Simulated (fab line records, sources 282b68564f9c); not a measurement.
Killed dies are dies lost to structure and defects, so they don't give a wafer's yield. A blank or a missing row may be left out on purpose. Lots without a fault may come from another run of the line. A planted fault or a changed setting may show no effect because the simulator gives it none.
A struck lot beside a sound one | flow rit_cmos | 44 steps out of a route of 202
Sound: wafers L438.3, L438.5, L438.6. Struck: wafers L448.1, L448.2, L448.3. The cause comes at the end.
At each step with rows: each side's tool, then ch and its chambers, then its first start. Under that, the readings that differ: sound wafers | struck wafers | difference of the means | sigmas: that difference in standard deviations of wafers without a fault.
alike: readings whose means differ by less than 2 such deviations, and words and numbers that are the same on both sides. not compared: withheld readings, readings that some wafer has no value for, bounds like >300 that may hide the same value, and numbers for which the record gives no deviation and whose values overlap.
The two part at a step that has a row with sigmas, a row that says differs or no value, or rows on one side only. Numbers that don't overlap but have no deviation are shown without sigmas and don't part them. A reading that every wafer of one side lacks parts them only if that side has two wafers or more.

first, 2 steps without rows for these wafers: RIT_PLDD_PEB_04; RIT_PLDD_DEVELOP_05 (develop time 50 s).
RIT_PLDD_OVL_MEAS_06:
  sound on overlay-01, day 3 00:19; struck on overlay-02, day 5 08:19
  reading       | sound          | struck      | difference | sigmas
  PLDD_OVL (nm) | -2.0 -0.6 -2.2 | 2.5 3.4 1.6 | +4.1       | +3
then, 2 steps without rows for these wafers: RIT_PLDD_HARDBAKE_07 (time 60 s); RIT_PLDD_IMPLANT_08.
RIT_PLDD_STRIP_09: strips in O2, time 180 s.
  sound on plasma_asher-03 ch 0,1, day 3 00:42; struck on plasma_asher-02 ch 0,1, day 5 08:39
  reading                     | sound       | struck      | difference | sigmas
  drypump_motor_current_A (A) | 4.9 5.7 4.9 | 6.5 6.0 6.5 | +1.2       | +2
  not compared: rf_hours_counter_h
RIT_PLDD_TW_MEAS_10:
  sound on film_metro-02, day 3 00:50; struck on film_metro-01, day 5 08:50
  alike: PLDD_TW
then, 4 steps without rows for these wafers: RIT_SPACER_CLEAN_00 (cleans in SC1, time 600 s); RIT_SPACER_CLEAN_01 (cleans in dHF, time 30 s); RIT_SPACER_CLEAN_02 (cleans in SC2, time 600 s); RIT_SPACER_CVD_03 (deposits Si3N4 from SiH2Cl2/NH3, target thk 250 nm, time 3300 s).
RIT_SPACER_THK_MEAS_04:
  sound on film_metro-04, day 3 03:11; struck on film_metro-04, day 5 12:09
  alike: SPACER_NITRIDE_THK
RIT_SPACER_ETCHBACK_05: etches Si3N4 in SF6/CHF3, stops on SiO2, target depth 250 nm, time 240 s.
  sound on rie_diel-04 ch 0,1,3, day 3 03:13; struck on rie_diel-03 ch 1,2,3, day 5 12:13
  reading                                  | sound             | struck            | difference | sigmas
  model.poly-Si_of_GATE_CVD_08.thk_nm (nm) | 168 168.3 168.1   | 174.2 172.8 172.7 | +5.1       |
  model.Si3N4_of_SPACER_CVD_03.thk_nm (nm) | 197.9 196.9 196.6 | 201.9 201.4 200.9 | +4.3       |
  alike: SF6_flow_sccm, drypump_motor_current_A, oes_product_au, throttle_valve_pct
  not compared: rf_hours_counter_h
then, 6 steps without rows for these wafers: RIT_NSD_HMDS_00 (prime time 60 s); RIT_NSD_COAT_01 (resist thk 1000 nm); RIT_NSD_SOFTBAKE_02 (time 60 s); RIT_NSD_EXPOSE_03 (exposes mask M9, target cd 40700 nm); RIT_NSD_PEB_04; RIT_NSD_DEVELOP_05 (develop time 50 s).
RIT_NSD_OVL_MEAS_06:
  sound on overlay-02, day 3 04:14; struck on overlay-01, day 5 13:13
  alike: NSD_OVL
then, 2 steps without rows for these wafers: RIT_NSD_HARDBAKE_07 (time 60 s); RIT_NSD_IMPLANT_08.
RIT_NSD_STRIP_09: strips in O2, time 180 s.
  sound on plasma_asher-01 ch 0,1, day 3 04:37; struck on plasma_asher-03 ch 0,1, day 5 13:32
  alike: drypump_motor_current_A
  not compared: rf_hours_counter_h
RIT_NSD_TW_MEAS_10:
  sound on film_metro-02, day 3 04:45; struck on film_metro-02, day 5 13:43
  alike: NSD_TW
then, 6 steps without rows for these wafers: RIT_PSD_HMDS_00 (prime time 60 s); RIT_PSD_COAT_01 (resist thk 1000 nm); RIT_PSD_SOFTBAKE_02 (time 60 s); RIT_PSD_EXPOSE_03 (exposes mask M10, target cd 40900 nm); RIT_PSD_PEB_04; RIT_PSD_DEVELOP_05 (develop time 50 s).
RIT_PSD_OVL_MEAS_06:
  sound on overlay-01, day 3 05:40; struck on overlay-02, day 5 14:47
  alike: PSD_OVL
then, 2 steps without rows for these wafers: RIT_PSD_HARDBAKE_07 (time 60 s); RIT_PSD_IMPLANT_08.
RIT_PSD_STRIP_09: strips in O2, time 180 s.
  sound on plasma_asher-01 ch 0,1, day 3 06:02; struck on plasma_asher-04 ch 0,1, day 5 15:07
  alike: drypump_motor_current_A
  not compared: rf_hours_counter_h
RIT_PSD_TW_MEAS_10:
  sound on film_metro-02, day 3 06:11; struck on film_metro-02, day 5 15:17
  alike: PSD_TW
then, 2 steps without rows for these wafers: RIT_SDANNEAL_CLEAN_00 (cleans in SC1, time 600 s); RIT_SDANNEAL_CLEAN_01 (cleans in dHF, time 30 s).
RIT_SDANNEAL_CLEAN_02: cleans in SC2, time 600 s.
  sound on wet_bench-04 ch 3, day 3 06:25; struck on wet_bench-01 ch 2, day 5 15:32
  reading                                  | sound             | struck            | difference | sigmas
  model.poly-Si_of_GATE_CVD_08.thk_nm (nm) | 163.6 163.9 163.7 | 169.8 168.4 168.4 | +5.1       |
  alike: temp_c
RIT_SDANNEAL_RTA_03: time 5 s.
  sound on rtp_anneal-02 ch 0, day 3 06:36; struck on rtp_anneal-01 ch 0, day 5 15:43
  alike: wafer_temp_C_max
RIT_SDANNEAL_RS_MEAS_04: measures by four-point-probe.
  sound on film_metro-04, day 3 06:41; struck on film_metro-02, day 5 15:46
  alike: PSD_RS
RIT_SDANNEAL_RS_MEAS_05: measures by four-point-probe.
  sound on film_metro-04, day 3 06:48; struck on film_metro-02, day 5 15:53
  reading         | sound             | struck            | difference | sigmas
  NSD_RS (ohm/sq) | 85.29 85.08 85.29 | 84.60 84.78 84.33 | -0.65      | -2
RIT_SDANNEAL_RS_MEAS_06: measures by four-point-probe.
  sound on film_metro-04, day 3 06:55; struck on film_metro-02, day 5 16:01
  reading          | sound             | struck            | difference | sigmas
  PLDD_RS (ohm/sq) | 178.7 178.8 178.4 | 177.4 177.5 177.5 | -1.2       | -2
RIT_SILICIDE_WET_ETCH_00: etches SiO2 in BOE, target depth 14 nm, time 15.5 s.
  sound on wet_bench-03 ch 2, day 3 07:07; struck on wet_bench-03 ch 3, day 5 16:15
  reading                                  | sound             | struck            | difference | sigmas
  model.Si3N4_of_SPACER_CVD_03.thk_nm (nm) | 196.7 195.7 195.4 | 200.8 200.2 199.7 | +4.3       |
  alike: temp_c
RIT_M1_PROBE_99:
  sound on prober-01, day 3 14:38; struck on prober-02, day 5 23:24
  reading                                | sound             | struck            | difference | sigmas
  model.etest.nmos_0p15.r_on_ohm_um      | 1115 1073 1116    | 1009 1005 1015    | -92        |
  model.etest.pplus_sal.width_nm (nm)    | 3460 3462 3456    | 3407 3402 3425    | -48        |
  model.etest.nplus_sal.width_nm (nm)    | 3450 3461 3452    | 3399 3425 3414    | -42        |
  model.etest.pwell_pinched.rs_ohm_sq    | 450.4 460.5 454.5 | 439.8 438.2 441.2 | -15.4      |
  model.etest.nwell_pinched.rs_ohm_sq    | 341.6 334.4 338.8 | 324.8 327.6 324.3 | -12.7      |
  model.etest.diode_pplus_nwell.bv_v (V) | 6.66 6.558 6.62   | 6.474 6.534 6.48  | -0.117     |
  alike: killed_at_contacts, killed_at_front_end, killed_dies, killed_open, killed_short
  not compared: model.etest.contact_nplus.end_ohm_um, model.etest.diode_nplus_comb.leak_log10_a_cm2

WHERE THEY PART
First at RIT_PLDD_OVL_MEAS_06; last, within this record, at RIT_SDANNEAL_RS_MEAS_06. Later steps at which nothing parts them and some readings are alike: RIT_SILICIDE_WET_ETCH_00, RIT_M1_PROBE_99.

WHY: what the simulator had put in
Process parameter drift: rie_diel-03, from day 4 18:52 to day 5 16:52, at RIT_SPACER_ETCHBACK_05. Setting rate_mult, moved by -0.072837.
